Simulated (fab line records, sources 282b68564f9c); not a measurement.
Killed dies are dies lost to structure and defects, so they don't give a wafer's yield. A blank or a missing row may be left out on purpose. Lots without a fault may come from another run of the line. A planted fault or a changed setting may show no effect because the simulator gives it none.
fab line records | flow rit_cmos
record lots=6 wafers=18 last_day=7
route steps=202 shown ACTIVE@8 FOX1@20
lots that met no fault: from a run of the same line without faults
start_h: hours from the record's first day to the start of the lot's first wafer shown | wait_h: hours since the lot's step before | " the same as in the row above | L1.1+2: a row that stands for several wafers | - no value, or no start given | * or withheld: withheld | < > ~ a bound
route shown NAME@n: a module of which the file shows steps, and the number in the route of the first | usual: mean/standard deviation of fault-free wafers | same: alike in all rows | chamber/n: place in a boat | sites: the reading at each site | _std_site: their standard deviation | _edge_site: outer sites' mean less inner sites' | radius_mm: how far each site lies from the wafer's centre | mask NAME#n: copy n | behind: the tool/chamber that last shaped the wafer | hold: why the lot was held/for how many hours/how that ended | device: the transistor (n, p or np) that didn't switch | end of line: the same wafers' tests at the end of the route | a step without rows: its recipe alone | killed: dies lost to structure and defects at the first sort, not the wafer's yield | map: a wafer's dies, x killed, . not, _ none there
set.NAME: the setting as run; set.NAME@STEP: as run at that earlier step | model.NAME: the simulator's own value behind a step, which no gauge read
lots at some steps of the route; a table a step, a row a wafer
services: from which hour (start_h, from the record's first day; less than 0 if before it) a tool's chamber was out of use, for how many hours, and why
## steps
# step RIT_ACTIVE_SOFTBAKE_07
# recipe resist=NOVOLAK temp_c=90 time_s=60
# step RIT_ACTIVE_EXPOSE_08
# recipe mask_id=M1 na=0.6 source_shape=conventional sigma_outer=0.6 target_cd_nm=1400 dose_mj=225
# step RIT_ACTIVE_PEB_09
# recipe resist=NOVOLAK temp_c=withheld time_s=withheld
# step RIT_ACTIVE_DEVELOP_10
# recipe resist=NOVOLAK develop_time_s=50 dev_temp_c=24.07
# step RIT_ACTIVE_CD_MEAS_11
# recipe target_cd_nm=1400
# usual cd_nm=1400.4/1.9
# columns lot.wafer tool chamber start_h wait_h cd_nm
L262.1 cd_sem-01 - 19.44 - 1400.9
L262.2 " - " " 1401.1
L262.4 " - " " 1402.7
L273.1 cd_sem-01 - 75.15 - 1403.5
L273.4 " - " " 1402.9
L273.5 " - " " 1403.0
L279.2 cd_sem-02 - 104.46 - 1398.0
L279.5 " - " " 1399.8
L279.6 " - " " 1401.6
L280.3 cd_sem-02 - 109.54 - 1400.2
L280.4 " - " " 1400.0
L280.5 " - " " 1400.7
L283.3 cd_sem-01 - 124.60 - 1402.3
L283.4 " - " " 1399.6
L283.5 " - " " 1402.8
L284.1 cd_sem-02 - 130.01 - 1400.4
L284.5 " - " " 1398.7
L284.6 " - " " 1400.1
# step RIT_ACTIVE_HARDBAKE_12
# recipe resist=NOVOLAK temp_c=140 time_s=60
# step RIT_ACTIVE_ETCH_13
# recipe stop_on=SiO2 chemistry=SF6 target=Si3N4 time_s=210 over_etch_frac=0.4 SF6_flow_sccm=200 pressure_mtorr=260 rf_w=125 target_depth_a=2100
# usual drypump_motor_current_A=5.6/0.35 oes_product_au=0.823/0.011 throttle_valve_pct=7.52/0.12
# columns lot.wafer tool chamber start_h wait_h drypump_motor_current_A oes_product_au rf_hours_counter_h throttle_valve_pct
L262.1 rie_diel-01 3 19.71 0.1 5.7 0.824 1 7.66
L262.2 " 2 " " 5.0 0.809 113 7.58
L262.4 " 0 " " 5.6 0.816 44 7.55
L273.1 rie_diel-01 2 75.42 0.1 5.0 0.817 114 7.57
L273.4 " 0 " " 5.6 0.808 - 7.56
L273.5 " 2 " " 5.0 0.804 - 7.57
L279.2 rie_diel-01 3 104.71 0.1 5.7 0.823 3 7.66
L279.5 " 1 " " 5.0 0.807 - 7.33
L279.6 " 2 " " 5.0 0.812 - 7.57
L280.3 rie_diel-01 3 109.77 0.1 5.7 0.827 3 7.65
L280.4 " 1 " " 5.0 0.816 22 7.33
L280.5 " 1 " " 5.0 0.818 - 7.32
L283.3 rie_diel-01 2 124.83 0.1 5.0 0.822 115 7.57
L283.4 " 3 " " 5.7 0.824 3 7.66
L283.5 " 3 " " 5.7 0.828 - 7.66
L284.1 rie_diel-04 3 130.28 0.1 5.4 0.842 94 7.57
L284.5 " 3 " " 5.4 0.845 - 7.59
L284.6 " 2 " " 5.7 0.821 - 7.51
# step RIT_ACTIVE_STRIP_14
# recipe chemistry=O2 time_s=180 resist=NOVOLAK platen_temp_c=withheld power_w=500 pressure_mtorr=4000 o2_flow_sccm=4000
# usual drypump_motor_current_A=5.32/0.24
# columns lot.wafer tool chamber start_h wait_h drypump_motor_current_A rf_hours_counter_h
L262.1 plasma_asher-02 1 19.84 0.1 5.64 40
L262.2 " 0 " " 4.97 40
L262.4 " 1 " " 5.65 -
L273.1 plasma_asher-04 0 75.55 0.1 5.36 28
L273.4 " 0 " " 5.38 -
L273.5 " 0 " " 5.39 -
L279.2 plasma_asher-01 0 104.84 0.1 5.37 47
L279.5 " 0 " " 5.35 -
L279.6 " 1 " " 5.26 -
L280.3 plasma_asher-02 0 109.96 0.1 4.97 -
L280.4 " 1 " " 5.64 -
L280.5 " 0 " " 4.96 -
L283.3 plasma_asher-02 0 125.03 0.1 4.99 -
L283.4 " 1 " " 5.62 -
L283.5 " 0 " " 4.99 -
L284.1 plasma_asher-02 1 130.42 0.1 5.64 51
L284.5 " 0 " " 5.00 -
L284.6 " 1 " " 5.65 -
# step RIT_ACTIVE_CD_MEAS_90
# recipe target_cd_nm=1400
# usual cd_nm=1400.5/1.9
# columns lot.wafer tool chamber start_h wait_h cd_nm
L262.1 cd_sem-01 - 20.02 0.1 1400.7
L262.2 " - " " 1400.9
L262.4 " - " " 1402.3
L273.1 cd_sem-01 - 75.73 0.1 1403.7
L273.4 " - " " 1403.0
L273.5 " - " " 1402.5
L279.2 cd_sem-01 - 105.04 0.1 1398.4
L279.5 " - " " 1400.3
L279.6 " - " " 1401.5
L280.3 cd_sem-02 - 110.12 0.1 1400.9
L280.4 " - " " 1399.6
L280.5 " - " " 1400.6
L283.3 cd_sem-01 - 125.18 0.1 1401.4
L283.4 " - " " 1399.8
L283.5 " - " " 1402.6
L284.1 cd_sem-02 - 130.59 0.1 1400.7
L284.5 " - " " 1399.0
L284.6 " - " " 1400.0
# step RIT_ACTIVE_CLEAN_15
# recipe chemistry=SC1 mix=3:3:50 time_s=600 temp_c=75
# step RIT_ACTIVE_CLEAN_16
# recipe chemistry=dHF dilution=50:1 time_s=30
# step RIT_ACTIVE_CLEAN_17
# recipe chemistry=SC2 mix=3:3:50 time_s=600 temp_c=75 dry=n2_spin
# step RIT_FOX1_OXIDATION_00
# recipe temp_c=1100 ambient=H2O target_thk_a=3507 p_h2o_torr=720 ox_time_s=1130
# usual ox_temp_c=1099.9/0.47 ox_temp_c_max=1104.8/1.1
# columns lot.wafer tool chamber start_h wait_h ox_temp_c ox_temp_c_max model.Si3N4_of_ACTIVE_CVD_03.thk_nm
L262.1 furnace-01 0 20.50 0.0 1100.3 1103.4 140.3
L262.2 " 0 " " 1099.6 1104.5 140.4
L262.4 " 0 " " 1099.9 1104.1 140.3
L273.1 furnace-01 0 76.23 0.0 1100.4 1103.6 140.3
L273.4 " 0 " " 1100.1 1105.1 140.4
L273.5 " 0 " " 1099.9 1105.0 139.7
L279.2 furnace-01 - 105.51 0.0 - - 147.6
L279.5 " - " " - - 146.2
L279.6 " - " " - - 147.5
L280.3 furnace-01 - 112.90 2.3 - - 148.7
L280.4 " - " " - - 148.7
L280.5 " - " " - - 149.4
L283.3 furnace-04 0 125.92 0.3 1100.1 1105.7 143.6
L283.4 " 0 " " 1100.4 1105.9 142.7
L283.5 " 0 " " 1100.3 1105.1 142.9
L284.1 furnace-04 0 132.84 1.8 1099.9 1107.6 142.4
L284.5 " 0 " " 1099.2 1103.7 143.9
L284.6 " 0 " " 1100.0 1106.7 143.7
# step RIT_FOX1_WET_ETCH_02
# recipe chemistry=BOE target_depth_nm=350 time_s=390 temp_c=21.5 dry=n2_spin dilution=10:1 target=SiO2
# columns lot.wafer tool chamber start_h wait_h model.Si3N4_of_ACTIVE_CVD_03.thk_nm
L262.1 wet_bench-02 0 21.88 0.1 135.5
L262.2 " 0 " " 135.6
L262.4 " 0 " " 135.4
L273.1 wet_bench-02 0 77.60 0.1 135.5
L273.4 " 0 " " 135.6
L273.5 " 0 " " 134.9
L279.2+6 wet_bench-04 2 106.88 0.0 142.8
L279.5 " 2 " " 141.4
L280.3+4 wet_bench-01 3 114.28 0.0 143.9
L280.5 " 3 " " 144.7
L283.3 wet_bench-04 3 127.29 0.0 138.9
L283.4 " 3 " " 138
L283.5 " 3 " " 138.2
L284.1 wet_bench-02 2 134.22 0.1 137.7
L284.5 " 2 " " 139.1
L284.6 " 2 " " 138.9
## services
# columns tool chamber start_h hours kind
plasma_asher-02 - 4.08 1.6 repair
plasma_asher-04 - 30.46 1.8 repair
furnace-01 - 38.43 3.4 pm
rie_diel-04 2 39.99 5.4 repair
rie_diel-04 2 52.61 22.1 repair
rie_diel-04 0 58.21 4.0 repair
plasma_asher-04 - 59.66 0.8 repair
rie_diel-01 1 74.32 3.9 repair
plasma_asher-01 - 77.77 2.8 pm
plasma_asher-02 - 105.46 2.7 repair
plasma_asher-01 - 108.75 9.0 pm
plasma_asher-01 0 108.75 9.0 vent_cycle
plasma_asher-01 1 108.75 9.0 vent_cycle
rie_diel-04 0 110.72 3.3 repair
rie_diel-01 - 115.18 2.8 pm
plasma_asher-01 0 117.75 - clean
plasma_asher-01 1 117.75 - clean
furnace-01 - 119.41 23.6 repair
## key
first_sign step=RIT_FOX1_OXIDATION_00 reading=tool_record direction=missing
effect none on later readings
model_effect step=RIT_FOX1_OXIDATION_00 value=Si3N4_of_ACTIVE_CVD_03.thk_nm without=141.4 struck=148
model_effect step=RIT_FOX1_WET_ETCH_02 value=Si3N4_of_ACTIVE_CVD_03.thk_nm without=136.6 struck=143.2
met_at RIT_FOX1_OXIDATION_00
struck_wafers L279.2,L279.5,L279.6,L280.3,L280.4,L280.5
later_rows_left_out L279.2,L279.5,L279.6,L280.3,L280.4,L280.5
sort_left_out L279.2,L279.5,L279.6,L280.3,L280.4,L280.5
tester_left_out L279,L280
onset_between 76.23 105.51
fault kind=skipped_step_whole tool=furnace-01 chamber=- onset_h=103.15 steps=RIT_FOX1_OXIDATION_00 scope=struck_lots_only
# tester_left_out: of these lots the tester's yield and bins aren't shown, on N5 and GAA mostly nor the transistor test; their killed dies are dies lost to structure and defects alone, not to doping, threshold or leakage, so they don't give the yield
# sort_left_out: the simulated sort isn't trusted on such a fault, so these wafers' sort isn't shown, and their yield isn't known
# later_rows_left_out: the simulator's readings of these wafers behind a module that went badly wrong aren't trusted and aren't shown, but for the sort
